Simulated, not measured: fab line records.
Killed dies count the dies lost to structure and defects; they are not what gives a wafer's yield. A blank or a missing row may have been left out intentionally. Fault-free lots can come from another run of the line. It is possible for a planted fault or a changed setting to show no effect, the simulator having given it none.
The tool behind it: which one? | flow berkeley_cmos170 | 7 lots with 21 wafers sampled at 2 steps, on a route of 331 steps

== WHAT THE GAUGES READ, wafer by wafer ==
UCB170_SPACER_THK_MEAS_01.
lot  | measured     | on            | SPACER_TEOS_THK (nm)
L686 | day 7 19:37  | film_metro-04 | 377 383 377
L689 | day 7 18:30  | film_metro-02 | 375 374 380
L691 | day 8 22:14  | film_metro-02 | 373 381 385
L693 | day 8 22:36  | film_metro-02 | 371 379 375
L699 | day 10 07:51 | film_metro-02 | 357 355 362
L703 | day 11 13:11 | film_metro-01 | 375 380 379
L706 | day 12 05:29 | film_metro-01 | 378 377 375

== WHAT TOOL EACH LOT RAN ON (gives the tool, then ch and the chambers of the sampled wafers, and finally the start) ==
lot  | UCB170_SPACER_CVD_00
L686 | pecvd-02 ch 0,2, day 7 19:35
L689 | pecvd-03 ch 0,2, day 7 18:26
L691 | pecvd-02 ch 1,2, day 8 22:12
L693 | pecvd-03 ch 1,2, day 8 22:34
L699 | pecvd-03 ch 1,2, day 10 07:49
L703 | pecvd-04 ch 0,2, day 11 13:07
L706 | pecvd-02 ch 0,1,2, day 12 05:25
- UCB170_SPACER_CVD_00: deposits SiO2 from TEOS/O2, target thk 376 nm, time 47 s.

== THE ANSWER, worked out from the rows above alone ==
Rule: what is usual is taken from the lots themselves. The widest of any qualifying gaps counts: lots, ordered by their means at a reading, are off when they make up no more than a third of the lots, leave a main group of 4 or more, and stand apart from it by 3 or more times the standard deviation of that group's means. Not used: any main group whose means are identical at the precision the tables above print for the reading. Also off: a lot with no number at a reading for which 4 or more lots have one. Any other lot the step has rows for is counted as sound.
Off: L699, at UCB170_SPACER_THK_MEAS_01 (SPACER_TEOS_THK). The main group: mean 377 nm, standard deviation 1.6.
A tool fits if, at a process step before that reading, it ran every lot that is off, and no sound lot after the first of them. Gauges at UCB170_SPACER_THK_MEAS_01: tried the same way as those tools. Can't be told from this: 2 tools fit, pecvd-03 at UCB170_SPACER_CVD_00, film_metro-02 at UCB170_SPACER_THK_MEAS_01.

== WHAT THE SIMULATOR PUT IN ==
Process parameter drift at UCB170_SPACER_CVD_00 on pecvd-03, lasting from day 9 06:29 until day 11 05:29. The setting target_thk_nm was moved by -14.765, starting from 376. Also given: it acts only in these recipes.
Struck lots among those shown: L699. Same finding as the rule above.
